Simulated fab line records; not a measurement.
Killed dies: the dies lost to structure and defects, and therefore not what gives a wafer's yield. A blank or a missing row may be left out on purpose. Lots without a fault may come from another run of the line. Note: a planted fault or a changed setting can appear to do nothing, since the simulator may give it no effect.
Comparing a struck lot with a sound one + flow berkeleyCmos170 + 16 steps out of a route of 331
Sound: wafers L382.1, L382.2, L382.4. Wafers L386.1, L386.3, L386.4 were the ones struck. At the end, the cause is stated.
At each step with rows: each side's tool, then ch and its chambers, then its first start. Under that, the readings that differ: sound wafers + struck wafers + difference of the means + sigmas: that difference in standard deviations of wafers without a fault.
alike: a reading whose means differ by less than 2 such deviations, as well as words and numbers matching on both sides. not compared: withheld readings; readings where some wafer has no value; bounds like >300 that might hide an equal value; numbers whose values overlap and for which the record gives no deviation.
The two part at a step that has a row with sigmas, a row that says differs or no value, or rows on one side only. Non-overlapping numbers with no deviation appear without sigmas and do not part them. A reading missing from all wafers of one side parts the sides only when that side holds two or more wafers.

first, 1 step without rows for these wafers: UCB170_START_OXIDATION_02 (target thk 20 nm, ox time 1800 s).
UCB170_START_THK_MEAS_03:
  struck on filmMetro-02, day 3 19:20; sound on filmMetro-02, day 3 05:41
  alike: START_OXIDE_THK
then, 7 steps without rows for these wafers: UCB170_START_ANNEAL_04 (time 1200 s); UCB170_ZERO_HMDS_00 (prime time 60 s); UCB170_ZERO_COAT_01 (resist thk 900 nm); UCB170_ZERO_SOFTBAKE_02 (time 60 s); UCB170_ZERO_EXPOSE_03 (exposes mask PM MARKS, target cd 4000 nm); UCB170_ZERO_PEB_04; UCB170_ZERO_DEVELOP_05 (develop time 45 s).
UCB170_ZERO_ETCH_06: etches SiO2 in CHF3/CF4/Ar, time 12 s.
  sound on rieDiel-01 ch 0,1,3, day 3 11:58; struck on rieDiel-02 ch 0,1,2, day 3 22:13
  alike: chamberPressureMTorr, drypumpMotorCurrentA, oesProductAu, throttleValvePct
  not compared: rfHoursCounterH
UCB170_ZERO_STRIP_07: strips in O2.
  sound on plasmaAsher-01 ch 0,1, day 3 11:59; struck on plasmaAsher-01 ch 0,1, day 3 22:14
  alike: chamberPressureMTorr, drypumpMotorCurrentA, oesProductAu, stripTimeToEndpointS
  not compared: rfHoursCounterH
then, 1 step without rows for these wafers: UCB170_NWELL_WET_ETCH_00 (etches SiO2 in dHF, time 200 s).
UCB170_NWELL_OXIDATION_01: target thk 26.4 nm, ox time 1260 s.
  sound on furnace-03 ch 0, day 3 13:56; struck on furnace-03 ch 0, day 3 23:10
| reading                                     | sound                | struck               | difference | sigmas      |
|---------------------------------------------|----------------------|----------------------|------------|-------------|
| spikeTcCentreC (C)                          | 1002.7 1001.8 1003.0 | 1056.7 1054.7 1056.3 | +53.4      | +41         |
| spikeTcLoadC (C)                            | 1023.5 1023.8 1022.8 | 1077.3 1080.2 1077.8 | +55.1      | +19         |
| spikeTcSourceC (C)                          | 1023 1022 1024       | 1078 1078 1079       | +55        | +17         |
| tubeCenterTempC (C)                         | 1000.1 1000 1000     | 1054.3 1054.2 1054.2 | +54.2      | +99 or more |
| tube_center_temp_C_max                      | 1002.0 1002.3 1002.6 | 1056.6 1057.4 1056.6 | +54.6      | +99 or more |
| zonePowerCentrePct (%)                      | 48.7 48.1 48.7       | 52.1 50.8 51.8       | +3.1       | +2          |
| zonePowerLoadPct (%)                        | 38.1 38.2 37.9       | 44.2 43.8 43.5       | +5.8       | +3          |
| model.SiO2_of_NWELL_OXIDATION_01.thkNm (nm) | 26.43 25.58 26.19    | 41.35 41.04 41.55    | +15.25     |             |
UCB170_NWELL_THK_MEAS_02:
  struck on filmMetro-01, day 4 00:31; sound on filmMetro-04, day 3 15:19
| reading              | sound          | struck         | difference | sigmas |
|----------------------|----------------|----------------|------------|--------|
| NWELL_OXIDE_THK (nm) | 26.4 25.6 26.2 | 41.3 41.1 41.6 | +15.3      | +31    |
then, 1 step without rows for these wafers: UCB170_NWELL_ANNEAL_03 (time 900 s).
-- the record jumps here: 5 days lie between the struck wafers' starts before and after (it left off in module NWELL and takes up again in module M3, whose first step shown is number 331 of the route) --
UCB170_M3_PROBE_99:
  rows exist in the record for the struck wafers here (prober-02, day 9 11:21), but not for the sound ones

WHERE THEY PART
Last at UCB170_M3_PROBE_99 as far as this record goes, first at UCB170_NWELL_OXIDATION_01.

WHY: what had been put in by the simulator
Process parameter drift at UCB170_NWELL_OXIDATION_01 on furnace-03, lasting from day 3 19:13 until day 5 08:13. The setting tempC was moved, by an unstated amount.
